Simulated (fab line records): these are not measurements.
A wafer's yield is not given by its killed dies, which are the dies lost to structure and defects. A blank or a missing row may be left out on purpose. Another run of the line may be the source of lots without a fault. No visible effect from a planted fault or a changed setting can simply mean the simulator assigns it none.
fab line records :: flow berkeley-cmos170
record:
  lots: 6
  wafers: 18
  last-day: 10
route steps=331 shown CONTACT@216
lots that met no fault: taken from a fault-free run of the same line
start-h: hours from the record's opening day to when the first of the lot's shown wafers began :: wait-h: time in hours since the lot's previous step :: " same as the row above :: L1.1+2: a row that stands for several wafers :: - no value, or no start was given :: * or withheld: withheld :: < > ~ a bound
route shown NAME@n: NAME is a module with steps in the file, n the number in the route of the first one :: usual: the fault-free wafers' mean and standard deviation :: same: alike in all rows :: chamber/n: place in a boat :: sites: per-site readings :: _std_site: their standard deviation :: _edge_site: mean of outer sites minus mean of inner sites :: radius-mm: for every site, how far away it sits from the centre of the wafer :: mask NAME#n: copy n :: behind: the most recent tool/chamber to have shaped the wafer :: hold: cause of the lot's hold/its duration in hours/its outcome :: device: the n, p or np transistor that did not switch :: end of line: at the end of the route, the tests of the same wafers :: for a step that has no rows: nothing shown but its recipe :: killed: the dies lost at the first sort to structure and to defects; this is not the yield of the wafer :: map: the dies of a wafer, with x for killed, . for not killed, _ for no die there
set.NAME: the run value of the setting; set.NAME@STEP: its run value at that earlier step :: model.NAME: the simulator's own value behind a step, which no gauge read
lots seen at some steps along the route; tables by step, rows by wafer
services: a tool's chamber out of use, with start hour (start-h, from the record's first day; less than 0 if before it), hours out, and reason
== steps ==
step: UCB170_CONTACT_CLEAN_00
recipe:
  chemistry: SPM
  temp-c: 120
  time-s: 600
step: UCB170_CONTACT_CVD_01
recipe:
  material: PSG
  target-thk-nm: 700
  temp-c: 450
  precursor: SiH4/O2/PH3
  time-s: 2820
  pressure-mtorr: 300
  sih4-flow-sccm: 60
  o2-flow-sccm: 90
  ph3-flow-sccm: 25
step: UCB170_CONTACT_THK_MEAS_02
recipe:
  reads: PSG_of_CONTACT_CVD_01
usual:
  CONTACT_PSG_THK: 700/7.6
lot.wafer: L621.1
tool: film-metro-01
chamber: -
start-h: 136.10
wait-h: 0.0
CONTACT_PSG_THK[nm]: 695

lot.wafer: L621.2
tool: film-metro-01
chamber: -
start-h: 136.10
wait-h: 0.0
CONTACT_PSG_THK[nm]: 692

lot.wafer: L621.4
tool: film-metro-01
chamber: -
start-h: 136.10
wait-h: 0.0
CONTACT_PSG_THK[nm]: 691

lot.wafer: L623.1
tool: film-metro-01
chamber: -
start-h: 142.04
wait-h: 0.0
CONTACT_PSG_THK[nm]: 711

lot.wafer: L623.3
tool: film-metro-01
chamber: -
start-h: 142.04
wait-h: 0.0
CONTACT_PSG_THK[nm]: 713

lot.wafer: L623.4
tool: film-metro-01
chamber: -
start-h: 142.04
wait-h: 0.0
CONTACT_PSG_THK[nm]: 705

lot.wafer: L625.1
tool: film-metro-01
chamber: -
start-h: 157.81
wait-h: 0.0
CONTACT_PSG_THK[nm]: 704

lot.wafer: L625.2
tool: film-metro-01
chamber: -
start-h: 157.81
wait-h: 0.0
CONTACT_PSG_THK[nm]: 710

lot.wafer: L625.4
tool: film-metro-01
chamber: -
start-h: 157.81
wait-h: 0.0
CONTACT_PSG_THK[nm]: 705

lot.wafer: L626.1
tool: film-metro-03
chamber: -
start-h: 157.81
wait-h: 0.0
CONTACT_PSG_THK[nm]: 708

lot.wafer: L626.3
tool: film-metro-03
chamber: -
start-h: 157.81
wait-h: 0.0
CONTACT_PSG_THK[nm]: 703

lot.wafer: L626.5
tool: film-metro-03
chamber: -
start-h: 157.81
wait-h: 0.0
CONTACT_PSG_THK[nm]: 703

lot.wafer: L634.2
tool: film-metro-02
chamber: -
start-h: 208.99
wait-h: 0.0
CONTACT_PSG_THK[nm]: 703

lot.wafer: L634.5
tool: film-metro-02
chamber: -
start-h: 208.99
wait-h: 0.0
CONTACT_PSG_THK[nm]: 702

lot.wafer: L634.6
tool: film-metro-02
chamber: -
start-h: 208.99
wait-h: 0.0
CONTACT_PSG_THK[nm]: 706

lot.wafer: L637.1
tool: film-metro-02
chamber: -
start-h: 219.48
wait-h: 0.0
CONTACT_PSG_THK[nm]: 701

lot.wafer: L637.3
tool: film-metro-02
chamber: -
start-h: 219.48
wait-h: 0.0
CONTACT_PSG_THK[nm]: 699

lot.wafer: L637.5
tool: film-metro-02
chamber: -
start-h: 219.48
wait-h: 0.0
CONTACT_PSG_THK[nm]: 699
step: UCB170_CONTACT_HMDS_03
recipe:
  prime-time-s: 60
  prime-temp-c: 100
step: UCB170_CONTACT_COAT_04
recipe:
  resist: KrF
  spin-rpm: 1500
  resist-thk-nm: 900
step: UCB170_CONTACT_SOFTBAKE_05
recipe:
  resist: KrF
  temp-c: 130
  time-s: 60
step: UCB170_CONTACT_STRIP_06
recipe:
  chemistry: O2
  power-w: 400
  pressure-mtorr: 3500
  platen-temp-c: withheld
  o2-flow-sccm: 400
  overash-fraction: 0.5
usual:
  drypump-motor-current-A: 5.8/0.6
  oes-product-au: 0.735/0.0045
  strip-time-to-endpoint-s: 21.96/0.073
lot.wafer: L621.1
tool: plasma-asher-04
chamber: 0
start-h: 137.33
wait-h: 0.1
drypump-motor-current-A: 4.7
oes-product-au: 0.738
rf-hours-counter-h: 46
strip-time-to-endpoint-s: 21.88

lot.wafer: L621.2
tool: plasma-asher-04
chamber: 1
start-h: 137.33
wait-h: 0.1
drypump-motor-current-A: 6.0
oes-product-au: 0.735
rf-hours-counter-h: 46
strip-time-to-endpoint-s: 21.86

lot.wafer: L621.4
tool: plasma-asher-04
chamber: 1
start-h: 137.33
wait-h: 0.1
drypump-motor-current-A: 6.0
oes-product-au: 0.732
rf-hours-counter-h: -
strip-time-to-endpoint-s: 21.86

lot.wafer: L623.1
tool: plasma-asher-01
chamber: 1
start-h: 142.70
wait-h: 0.1
drypump-motor-current-A: 5.4
oes-product-au: 0.732
rf-hours-counter-h: 3
strip-time-to-endpoint-s: 22.06

lot.wafer: L623.3
tool: plasma-asher-01
chamber: 0
start-h: 142.70
wait-h: 0.1
drypump-motor-current-A: 6.5
oes-product-au: 0.734
rf-hours-counter-h: -
strip-time-to-endpoint-s: 22.03

lot.wafer: L623.4
tool: plasma-asher-01
chamber: 1
start-h: 142.70
wait-h: 0.1
drypump-motor-current-A: 5.4
oes-product-au: 0.740
rf-hours-counter-h: -
strip-time-to-endpoint-s: 22.09

lot.wafer: L625.1
tool: plasma-asher-01
chamber: 0
start-h: 158.81
wait-h: 0.1
drypump-motor-current-A: 6.5
oes-product-au: 0.736
rf-hours-counter-h: 5
strip-time-to-endpoint-s: 22.01

lot.wafer: L625.2
tool: plasma-asher-01
chamber: 1
start-h: 158.81
wait-h: 0.1
drypump-motor-current-A: 5.4
oes-product-au: 0.736
rf-hours-counter-h: 5
strip-time-to-endpoint-s: 22.01

lot.wafer: L625.4
tool: plasma-asher-01
chamber: 1
start-h: 158.81
wait-h: 0.1
drypump-motor-current-A: 5.3
oes-product-au: 0.738
rf-hours-counter-h: -
strip-time-to-endpoint-s: 21.97

lot.wafer: L626.1
tool: plasma-asher-03
chamber: 1
start-h: 158.85
wait-h: 0.1
drypump-motor-current-A: 6.2
oes-product-au: 0.731
rf-hours-counter-h: 37
strip-time-to-endpoint-s: 21.86

lot.wafer: L626.3
tool: plasma-asher-03
chamber: 0
start-h: 158.85
wait-h: 0.1
drypump-motor-current-A: 5.4
oes-product-au: 0.738
rf-hours-counter-h: -
strip-time-to-endpoint-s: 21.89

lot.wafer: L626.5
tool: plasma-asher-03
chamber: 1
start-h: 158.85
wait-h: 0.1
drypump-motor-current-A: 6.3
oes-product-au: 0.736
rf-hours-counter-h: -
strip-time-to-endpoint-s: 21.82

lot.wafer: L634.2
tool: plasma-asher-01
chamber: 0
start-h: 209.64
wait-h: 0.1
drypump-motor-current-A: 6.5
oes-product-au: 0.725
rf-hours-counter-h: 10
strip-time-to-endpoint-s: 21.83

lot.wafer: L634.5
tool: plasma-asher-01
chamber: 1
start-h: 209.64
wait-h: 0.1
drypump-motor-current-A: 5.3
oes-product-au: 0.736
rf-hours-counter-h: -
strip-time-to-endpoint-s: 21.92

lot.wafer: L634.6
tool: plasma-asher-01
chamber: 0
start-h: 209.64
wait-h: 0.1
drypump-motor-current-A: 6.5
oes-product-au: 0.739
rf-hours-counter-h: -
strip-time-to-endpoint-s: 21.85

lot.wafer: L637.1
tool: plasma-asher-03
chamber: 0
start-h: 220.33
wait-h: 0.1
drypump-motor-current-A: 5.4
oes-product-au: 0.728
rf-hours-counter-h: 43
strip-time-to-endpoint-s: 21.97

lot.wafer: L637.3
tool: plasma-asher-03
chamber: 1
start-h: 220.33
wait-h: 0.1
drypump-motor-current-A: 6.2
oes-product-au: 0.737
rf-hours-counter-h: -
strip-time-to-endpoint-s: 22.03

lot.wafer: L637.5
tool: plasma-asher-03
chamber: 1
start-h: 220.33
wait-h: 0.1
drypump-motor-current-A: 6.2
oes-product-au: 0.737
rf-hours-counter-h: -
strip-time-to-endpoint-s: 21.96
step: UCB170_CONTACT_CLEAN_07
recipe:
  chemistry: SPM
  temp-c: 120
  time-s: 600
step: UCB170_CONTACT_RTA_08
recipe:
  temp-c: 900
  time-s: 10
  ambient: N2
usual:
  anneal-temp-c-max: 903.2/0.95
  lamp-power-pct: 23.3/2.5
  wafer_temp_C_max: 903.4/0.67
lot.wafer: L621.1
tool: rtp-anneal-02
chamber: 0
start-h: 137.60
wait-h: 0.0
anneal-temp-c-max: 904.4
lamp-power-pct: 21.0
wafer_temp_C_max: 904.7

lot.wafer: L621.2
tool: rtp-anneal-02
chamber: 0
start-h: 137.60
wait-h: 0.0
anneal-temp-c-max: 903.4
lamp-power-pct: 21.0
wafer_temp_C_max: 903.4

lot.wafer: L621.4
tool: rtp-anneal-02
chamber: 0
start-h: 137.60
wait-h: 0.0
anneal-temp-c-max: 904.0
lamp-power-pct: 21.0
wafer_temp_C_max: 903.8

lot.wafer: L623.1
tool: rtp-anneal-01
chamber: 0
start-h: 142.99
wait-h: 0.0
anneal-temp-c-max: 902.4
lamp-power-pct: 26.0
wafer_temp_C_max: 904.4

lot.wafer: L623.3
tool: rtp-anneal-01
chamber: 0
start-h: 142.99
wait-h: 0.0
anneal-temp-c-max: 901.7
lamp-power-pct: 26.1
wafer_temp_C_max: 904.0

lot.wafer: L623.4
tool: rtp-anneal-01
chamber: 0
start-h: 142.99
wait-h: 0.0
anneal-temp-c-max: 903.5
lamp-power-pct: 26.1
wafer_temp_C_max: 904.2

lot.wafer: L625.1
tool: rtp-anneal-01
chamber: 0
start-h: 159.10
wait-h: 0.0
anneal-temp-c-max: 902.3
lamp-power-pct: 26.1
wafer_temp_C_max: 903.5

lot.wafer: L625.2
tool: rtp-anneal-01
chamber: 0
start-h: 159.10
wait-h: 0.0
anneal-temp-c-max: 902.9
lamp-power-pct: 26.1
wafer_temp_C_max: 903.6

lot.wafer: L625.4
tool: rtp-anneal-01
chamber: 0
start-h: 159.10
wait-h: 0.0
anneal-temp-c-max: 902.2
lamp-power-pct: 26.0
wafer_temp_C_max: 903.4

lot.wafer: L626.1
tool: rtp-anneal-02
chamber: 0
start-h: 159.13
wait-h: 0.0
anneal-temp-c-max: 903.4
lamp-power-pct: 21.0
wafer_temp_C_max: 903.6

lot.wafer: L626.3
tool: rtp-anneal-02
chamber: 0
start-h: 159.13
wait-h: 0.0
anneal-temp-c-max: 903.7
lamp-power-pct: 21.0
wafer_temp_C_max: 903.7

lot.wafer: L626.5
tool: rtp-anneal-02
chamber: 0
start-h: 159.13
wait-h: 0.0
anneal-temp-c-max: 902.7
lamp-power-pct: 21.0
wafer_temp_C_max: 903.9

lot.wafer: L634.2
tool: rtp-anneal-01
chamber: 0
start-h: 209.93
wait-h: 0.0
anneal-temp-c-max: 902.1
lamp-power-pct: 26.1
wafer_temp_C_max: 902.7

lot.wafer: L634.5
tool: rtp-anneal-01
chamber: 0
start-h: 209.93
wait-h: 0.0
anneal-temp-c-max: 902.2
lamp-power-pct: 26.1
wafer_temp_C_max: 903.8

lot.wafer: L634.6
tool: rtp-anneal-01
chamber: 0
start-h: 209.93
wait-h: 0.0
anneal-temp-c-max: 902.4
lamp-power-pct: 26.1
wafer_temp_C_max: 902.9

lot.wafer: L637.1
tool: rtp-anneal-02
chamber: 0
start-h: 220.60
wait-h: 0.0
anneal-temp-c-max: 904.0
lamp-power-pct: 21.0
wafer_temp_C_max: 903.7

lot.wafer: L637.3
tool: rtp-anneal-02
chamber: 0
start-h: 220.60
wait-h: 0.0
anneal-temp-c-max: 904.5
lamp-power-pct: 21.0
wafer_temp_C_max: 904.0

lot.wafer: L637.5
tool: rtp-anneal-02
chamber: 0
start-h: 220.60
wait-h: 0.0
anneal-temp-c-max: 903.1
lamp-power-pct: 21.0
wafer_temp_C_max: 903.5
step: UCB170_CONTACT_COAT_09
recipe:
  resist: BARC
  temp-c: withheld
  time-s: withheld
  spin-rpm: 3000
  resist-thk-nm: withheld
step: UCB170_CONTACT_COAT_10
recipe:
  resist: KrF
  spin-rpm: 1500
  resist-thk-nm: 900
step: UCB170_CONTACT_SOFTBAKE_11
recipe:
  resist: KrF
  temp-c: 130
  time-s: 60
step: UCB170_CONTACT_EXPOSE_12
recipe:
  mask-id: CONT
  target-cd-nm: 700
  na: 0.5
  sigma-outer: 0.6
  source-shape: conventional
  dose-mj: 34.6
usual:
  exposure-dose-mJ-cm2: 35.00/0.036
  focus-offset-nm: -0.1/0.59
lot.wafer: L621.1
tool: krf-scanner-01
chamber: 0
start-h: 138.50
wait-h: -
mask: CONT#0
exposure-dose-mJ-cm2: 34.98
focus-offset-nm: -0.2

lot.wafer: L621.2
tool: krf-scanner-01
chamber: 0
start-h: 138.50
wait-h: -
mask: CONT#0
exposure-dose-mJ-cm2: 34.94
focus-offset-nm: 0.5

lot.wafer: L621.4
tool: krf-scanner-01
chamber: 0
start-h: 138.50
wait-h: -
mask: CONT#0
exposure-dose-mJ-cm2: 34.96
focus-offset-nm: -0.5

lot.wafer: L623.1
tool: krf-scanner-02
chamber: 0
start-h: 143.64
wait-h: -
mask: CONT#0
exposure-dose-mJ-cm2: 35.04
focus-offset-nm: -0.7

lot.wafer: L623.3
tool: krf-scanner-02
chamber: 0
start-h: 143.64
wait-h: -
mask: CONT#0
exposure-dose-mJ-cm2: 35.01
focus-offset-nm: -0.2

lot.wafer: L623.4
tool: krf-scanner-02
chamber: 0
start-h: 143.64
wait-h: -
mask: CONT#0
exposure-dose-mJ-cm2: 34.98
focus-offset-nm: 0.4

lot.wafer: L625.1
tool: krf-scanner-01
chamber: -
start-h: 159.98
wait-h: -
mask: CONT#0
exposure-dose-mJ-cm2: -
focus-offset-nm: -

lot.wafer: L625.2
tool: krf-scanner-01
chamber: -
start-h: 159.98
wait-h: -
mask: CONT#0
exposure-dose-mJ-cm2: -
focus-offset-nm: -

lot.wafer: L625.4
tool: krf-scanner-01
chamber: -
start-h: 159.98
wait-h: -
mask: CONT#0
exposure-dose-mJ-cm2: -
focus-offset-nm: -

lot.wafer: L626.1
tool: krf-scanner-01
chamber: -
start-h: 160.14
wait-h: -
mask: CONT#0
exposure-dose-mJ-cm2: -
focus-offset-nm: -

lot.wafer: L626.3
tool: krf-scanner-01
chamber: -
start-h: 160.14
wait-h: -
mask: CONT#0
exposure-dose-mJ-cm2: -
focus-offset-nm: -

lot.wafer: L626.5
tool: krf-scanner-01
chamber: -
start-h: 160.14
wait-h: -
mask: CONT#0
exposure-dose-mJ-cm2: -
focus-offset-nm: -

lot.wafer: L634.2
tool: krf-scanner-02
chamber: 0
start-h: 210.58
wait-h: -
mask: CONT#0
exposure-dose-mJ-cm2: 34.97
focus-offset-nm: 0.6

lot.wafer: L634.5
tool: krf-scanner-02
chamber: 0
start-h: 210.58
wait-h: -
mask: CONT#0
exposure-dose-mJ-cm2: 35.03
focus-offset-nm: -0.8

lot.wafer: L634.6
tool: krf-scanner-02
chamber: 0
start-h: 210.58
wait-h: -
mask: CONT#0
exposure-dose-mJ-cm2: 35.02
focus-offset-nm: -0.5

lot.wafer: L637.1
tool: krf-scanner-02
chamber: 0
start-h: 221.28
wait-h: -
mask: CONT#0
exposure-dose-mJ-cm2: 35.07
focus-offset-nm: -0.5

lot.wafer: L637.3
tool: krf-scanner-02
chamber: 0
start-h: 221.28
wait-h: -
mask: CONT#0
exposure-dose-mJ-cm2: 35.02
focus-offset-nm: 0.1

lot.wafer: L637.5
tool: krf-scanner-02
chamber: 0
start-h: 221.28
wait-h: -
mask: CONT#0
exposure-dose-mJ-cm2: 35.06
focus-offset-nm: 0.4
step: UCB170_CONTACT_PEB_13
recipe:
  peb-temp-c: 130
  peb-time-s: withheld
  resist: KrF
== services ==
tool: plasma-asher-01
chamber: 0
start-h: 117.75
hours: -
kind: clean

tool: plasma-asher-01
chamber: 1
start-h: 117.75
hours: -
kind: clean

tool: krf-scanner-02
chamber: -
start-h: 119.65
hours: 1.3
kind: pm

tool: krf-scanner-01
chamber: -
start-h: 154.27
hours: 0.8
kind: pm

tool: plasma-asher-01
chamber: -
start-h: 163.42
hours: 2.4
kind: repair

tool: krf-scanner-01
chamber: -
start-h: 169.10
hours: 1.0
kind: pm

tool: krf-scanner-01
chamber: -
start-h: 202.33
hours: 4.3
kind: repair

tool: rtp-anneal-01
chamber: -
start-h: 218.98
hours: 3.7
kind: pm
== key ==
first-sign:
  step: UCB170_CONTACT_EXPOSE_12
  reading: tool-record
  direction: missing
effect none on later readings
met-at UCB170_CONTACT_EXPOSE_12
struck-wafers L625.1,L625.2,L625.4,L626.1,L626.3,L626.5
later-rows-left-out L625.1,L625.2,L625.4,L626.1,L626.3,L626.5
sort-left-out L625.1,L625.2,L625.4,L626.1,L626.3,L626.5
tester-left-out L625,L626
onset-between 138.50 159.98
fault:
  kind: skipped-step-whole
  tool: krf-scanner-01
  chamber: -
  onset-h: 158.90
  steps: UCB170_CONTACT_EXPOSE_12
  scope: struck-lots-only
tester-left-out: of these lots the tester's yield and bins aren't shown, on N5 and GAA mostly nor the transistor test; their killed dies are dies lost to structure and defects alone, not to doping, threshold or leakage, so they don't give the yield
sort-left-out: the simulated sort isn't trusted on such a fault, so these wafers' sort isn't shown, and their yield isn't known
later-rows-left-out: the simulator's readings of these wafers behind a module that went badly wrong aren't trusted and aren't shown, but for the sort
